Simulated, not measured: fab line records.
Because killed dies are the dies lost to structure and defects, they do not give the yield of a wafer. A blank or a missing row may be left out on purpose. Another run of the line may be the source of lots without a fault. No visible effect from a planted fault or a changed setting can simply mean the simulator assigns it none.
Comparing a struck lot with a sound one | flow berkeley-cmos170 | 14 out of 331 route steps
Sound: these wafers, L747.4, L747.5, L747.6. Wafers L754.3, L754.4, L754.6 were the ones struck. The cause is named last.
For every step that has rows: the tool of each side, followed by ch and its chambers, followed by its first start. Under that, the readings that differ: sound wafers | struck wafers | difference of the means | sigmas: that difference in standard deviations of wafers without a fault.
alike: readings whose means differ by less than 2 such deviations, and words and numbers that are the same on both sides. not compared: withheld readings, readings that some wafer has no value for, bounds like >300 that may hide the same value, and numbers for which the record gives no deviation and whose values overlap.
The two part at a step that has a row with sigmas, a row that says differs or no value, or rows on one side only. When numbers do not overlap yet have no deviation, they are printed without sigmas and do not part them. A reading missing from all wafers of one side parts the sides only when that side holds two or more wafers.

first, 5 steps without rows for these wafers: UCB170_WELLDRIVE_ANNEAL_03 (time 900 s); UCB170_WELLDRIVE_WET_ETCH_04 (etches SiO2 in BOE, time 120 s); UCB170_ACTIVE_CLEAN_00 (cleans in SPM, time 600 s); UCB170_ACTIVE_CLEAN_01 (cleans in dHF, time 60 s); UCB170_ACTIVE_OXIDATION_02 (target thk 26.4 nm, ox time 1260 s).
UCB170_ACTIVE_THK_MEAS_03:
  sound on film-metro-04, day 4 12:42; struck on film-metro-04, day 5 19:27
  reading               | sound          | struck         | difference | sigmas
  ACTIVE_OXIDE_THK (nm) | 26.9 27.4 26.8 | 26.2 25.6 25.7 | -1.2       | -3
then, 2 steps without rows for these wafers: UCB170_ACTIVE_ANNEAL_04 (time 900 s); UCB170_ACTIVE_CVD_05 (deposits Si3N4 from SiH2Cl2/NH3, target thk 220 nm, time 3300 s).
UCB170_ACTIVE_THK_MEAS_06:
  sound on film-metro-04, day 4 21:16; struck on film-metro-03, day 6 02:02
  alike: ACTIVE_NITRIDE_THK
then, 3 steps without rows for these wafers: UCB170_ACTIVE_HMDS_07 (prime time 60 s); UCB170_ACTIVE_COAT_08 (resist thk 900 nm); UCB170_ACTIVE_SOFTBAKE_09 (time 60 s).
UCB170_ACTIVE_EXPOSE_10: exposes mask ACTIVE, target cd 1200 nm.
  sound on krf-scanner-02 ch 0, day 4 22:31; struck on krf-scanner-02, day 6 03:02
  no value came back on the struck wafers for exposure-dose-mJ-cm2, focus-offset-nm (nm); on the sound wafers exposure-dose-mJ-cm2 reads 20.016 20.019 20.013
  alike: mask
after that, 1 step had no rows for these wafers: UCB170_ACTIVE_PEB_11.

## WHERE THEY PART
First at UCB170_ACTIVE_THK_MEAS_03; last, within this record, at UCB170_ACTIVE_EXPOSE_10.

WHY: what had been put in by the simulator
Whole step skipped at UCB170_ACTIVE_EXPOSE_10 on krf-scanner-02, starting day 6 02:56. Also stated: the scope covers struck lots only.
